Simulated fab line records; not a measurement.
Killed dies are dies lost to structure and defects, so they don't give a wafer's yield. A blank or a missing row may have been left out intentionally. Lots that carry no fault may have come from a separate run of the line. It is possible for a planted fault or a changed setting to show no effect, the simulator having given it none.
fab line records + flow ritCmos
record
- lots=13
- wafers=39
- lastDay=7
route steps=202 shown REOX@100 M1@202
lots that met no fault: taken from a fault-free run of the same line
startH: hours from the record's opening day to when the first of the lot's shown wafers began + waitH: time in hours since the lot's previous step + " repeats the value in the row above + L1.1+2: a single row standing in for several wafers + - either no value or no given start + * or withheld: withheld + < > ~ a bound
route shown NAME@n: names a module that has steps shown in the file, with the first one's number in the route + usual: mean/standard deviation of fault-free wafers + same: alike in all rows + chamber/n: place in a boat + sites: readings site by site + _std_site: standard deviation across them + _edge_site: inner sites' mean taken away from outer sites' mean + radiusMm: how far each site lies from the wafer's centre + mask NAME#n: copy n + behind: the last tool/chamber to shape the wafer + hold: the reason the lot was held/the length of the hold in hours/how it ended + device: which transistor (n, p or np) failed to switch + end of line: tests of these same wafers at the route's end + a step given without rows: its recipe and nothing more + killed: not the wafer's yield, but the dies lost to structure and defects at the first sort + map: shows each die of a wafer: x if killed, . if not, _ if none is there
set.NAME: the setting as run; set.NAME@STEP: as run at that earlier step + model.NAME: the simulator's own value behind a step, which no gauge read
one table for each step of the route and one row for each wafer, over a sample of lots
services: a tool's chamber out of use, with start hour (startH, from the record's first day; less than 0 if before it), hours out, and reason
## steps
# step RIT_REOX_CLEAN_02
# recipe
- chemistry=SC2
- mix=3:3:50
- timeS=600
- tempC=75
- dry=n2Spin
# usual
- runLengthS=629/4.3
| lot.wafer | tool        | chamber | startH | waitH | runLengthS |
|-----------|-------------|---------|--------|-------|------------|
| L898.3    | wetBench-04 | 3       | 37.50  | 0.0   | 636        |
| L898.4    | "           | 3       | "      | "     | 636        |
| L898.5    | "           | 3       | "      | "     | 636        |
| L899.1    | wetBench-04 | 3       | 43.31  | 0.0   | 626        |
| L899.3    | "           | 3       | "      | "     | 626        |
| L899.4    | "           | 3       | "      | "     | 626        |
| L901.2    | wetBench-04 | 2       | 55.93  | 0.0   | 625        |
| L901.3    | "           | 2       | "      | "     | 625        |
| L901.5    | "           | 2       | "      | "     | 625        |
| L902.1    | wetBench-02 | 0       | 58.76  | 0.0   | 633        |
| L902.2    | "           | 0       | "      | "     | 633        |
| L902.6    | "           | 0       | "      | "     | 633        |
| L903.1    | wetBench-02 | 2       | 63.70  | 0.0   | 634        |
| L903.3    | "           | 2       | "      | "     | 634        |
| L903.6    | "           | 2       | "      | "     | 634        |
| L904.2    | wetBench-02 | 3       | 70.50  | 0.0   | 633        |
| L904.5    | "           | 3       | "      | "     | 633        |
| L904.6    | "           | 3       | "      | "     | 633        |
| L905.1    | wetBench-02 | 0       | 77.06  | 0.0   | 633        |
| L905.5    | "           | 0       | "      | "     | 633        |
| L905.6    | "           | 0       | "      | "     | 633        |
| L906.3    | wetBench-01 | 3       | 78.53  | 0.0   | 625        |
| L906.4    | "           | 3       | "      | "     | 625        |
| L906.6    | "           | 3       | "      | "     | 625        |
| L910.2    | wetBench-01 | 1       | 96.94  | 0.0   | 631        |
| L910.3    | "           | 1       | "      | "     | 631        |
| L910.6    | "           | 1       | "      | "     | 631        |
| L915.1    | wetBench-01 | 2       | 122.98 | 0.0   | 595        |
| L915.3    | "           | 2       | "      | "     | 595        |
| L915.5    | "           | 2       | "      | "     | 595        |
| L917.1    | wetBench-04 | 0       | 132.56 | 0.0   | 626        |
| L917.2    | "           | 0       | "      | "     | 626        |
| L917.4    | "           | 0       | "      | "     | 626        |
| L919.4    | wetBench-01 | 0       | 142.64 | 0.0   | 623        |
| L919.5    | "           | 0       | "      | "     | 623        |
| L919.6    | "           | 0       | "      | "     | 623        |
| L920.4    | wetBench-01 | 1       | 147.76 | 0.0   | 625        |
| L920.5    | "           | 1       | "      | "     | 625        |
| L920.6    | "           | 1       | "      | "     | 625        |
# step RIT_M1_PROBE_99
# usual
- killedAtContacts=0.1/0.28
- killedAtFrontEnd=6.5/3
- killedDies=7/3
- killedOpen=3.2/2
- killedShort=3.2/1.9
# same
- grossDies=264
- killed_at_M0_to_M3=0
- killed_at_M4_up=0
- killedAtBackSide=0
- killedAtOther=0
| lot.wafer | tool      | chamber | startH | waitH | killedAtContacts | killedAtFrontEnd | killedDies | killedOpen | killedShort |
|-----------|-----------|---------|--------|-------|------------------|------------------|------------|------------|-------------|
| L901.2    | prober-02 | -       | 75.54  | 0.1   | 0                | 4                | 4          | 4          | 0           |
| L901.3    | prober-02 | -       | 75.59  | 0.2   | 0                | 0                | 0          | 0          | 0           |
| L901.5    | prober-02 | -       | 75.69  | 0.2   | 0                | 3                | 3          | 2          | 1           |
| L915.1    | prober-02 | -       | 142.68 | 0.1   | 1                | 5                | 6          | 3          | 3           |
| L915.3    | prober-02 | -       | 142.78 | 0.2   | 0                | 10               | 10         | 7          | 3           |
| L915.5    | prober-02 | -       | 142.88 | 0.2   | 0                | 3                | 3          | 2          | 1           |
| L917.1    | prober-02 | -       | 153.08 | 0.1   | 0                | 2                | 2          | 1          | 1           |
| L917.2    | prober-02 | -       | 153.13 | 0.1   | 0                | 7                | 7          | 4          | 3           |
| L917.4    | prober-02 | -       | 153.23 | 0.2   | 0                | 4                | 4          | 2          | 2           |
| L920.4    | prober-01 | -       | 167.53 | 0.2   | 0                | 9                | 9          | 4          | 3           |
| L920.5    | prober-01 | -       | 167.58 | 0.2   | 0                | 8                | 8          | 2          | 6           |
| L920.6    | prober-01 | -       | 167.63 | 0.2   | 0                | 5                | 5          | 2          | 3           |
# killed by level:class
L901.2 FOX1:geometricParticle:open=2 SILICIDE:geometricParticle:open=2
L901.3
L901.5 GATE:geometricParticle:open=1 GATE:geometricParticle:short=1 SILICIDE:geometricParticle:open=1
L915.1 FOX1:geometricParticle:open=2 REOX:geometricParticle:short=2 SILICIDE:geometricParticle:open=1 CONTACT:geometricParticle:short=1
L915.3 FOX1:geometricParticle:open=2 SPACER:geometricParticle:open=2 SILICIDE:geometricParticle:open=2 FOX1:geometricParticle:short=1 GATE:geometricParticle:short=1 REOX:geometricParticle:open=1 SILICIDE:geometricParticle:short=1
L915.5 FOX1:geometricParticle:open=1 SPACER:geometricParticle:short=1 SILICIDE:geometricParticle:open=1
L917.1 GATE:geometricParticle:open=1 SPACER:geometricParticle:short=1
L917.2 REOX:geometricParticle:open=3 REOX:geometricParticle:short=2 GATE:geometricParticle:open=1 SPACER:geometricParticle:short=1
L917.4 GATE:geometricParticle:short=2 REOX:geometricParticle:open=1 SPACER:geometricParticle:open=1
L920.4 GATE:geometricParticle:open=2 ACTIVE:coatMicrobubblePrinted=2 FOX1:geometricParticle:open=1 FOX1:geometricParticle:short=1 REOX:geometricParticle:open=1 REOX:geometricParticle:short=1 STARTING-WAFER:geometricParticle:short=1
L920.5 GATE:geometricParticle:short=2 REOX:geometricParticle:short=2 FOX1:geometricParticle:short=1 GATE:geometricParticle:open=1 REOX:geometricParticle:open=1 SILICIDE:geometricParticle:short=1
L920.6 GATE:geometricParticle:short=2 GATE:geometricParticle:open=1 REOX:geometricParticle:short=1 SPACER:geometricParticle:open=1
## services
| tool        | chamber | startH | hours | kind   |
|-------------|---------|--------|-------|--------|
| wetBench-02 | -       | 64.77  | 3.3   | repair |
## key
firstSign
- step=RIT_REOX_CLEAN_02
- reading=runLengthS
- direction=down
- sigmas=7.9
- usual=*
- struck=*
effect none on later readings
metAt RIT_REOX_CLEAN_02
struckLots L915
struckWafers L915.1,L915.3,L915.5
testerLeftOut L915
fault
- kind=processParameterDrift
- tool=wetBench-01
- chamber=2
- onsetH=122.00
- steps=RIT_REOX_CLEAN_02
- channel=timeS
- offset=*
- shape=step
- endH=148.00
- actsIn=*
- stated=*
# testerLeftOut: of these lots the tester's yield and bins aren't shown, on N5 and GAA mostly nor the transistor test; their killed dies are dies lost to structure and defects alone, not to doping, threshold or leakage, so they don't give the yield
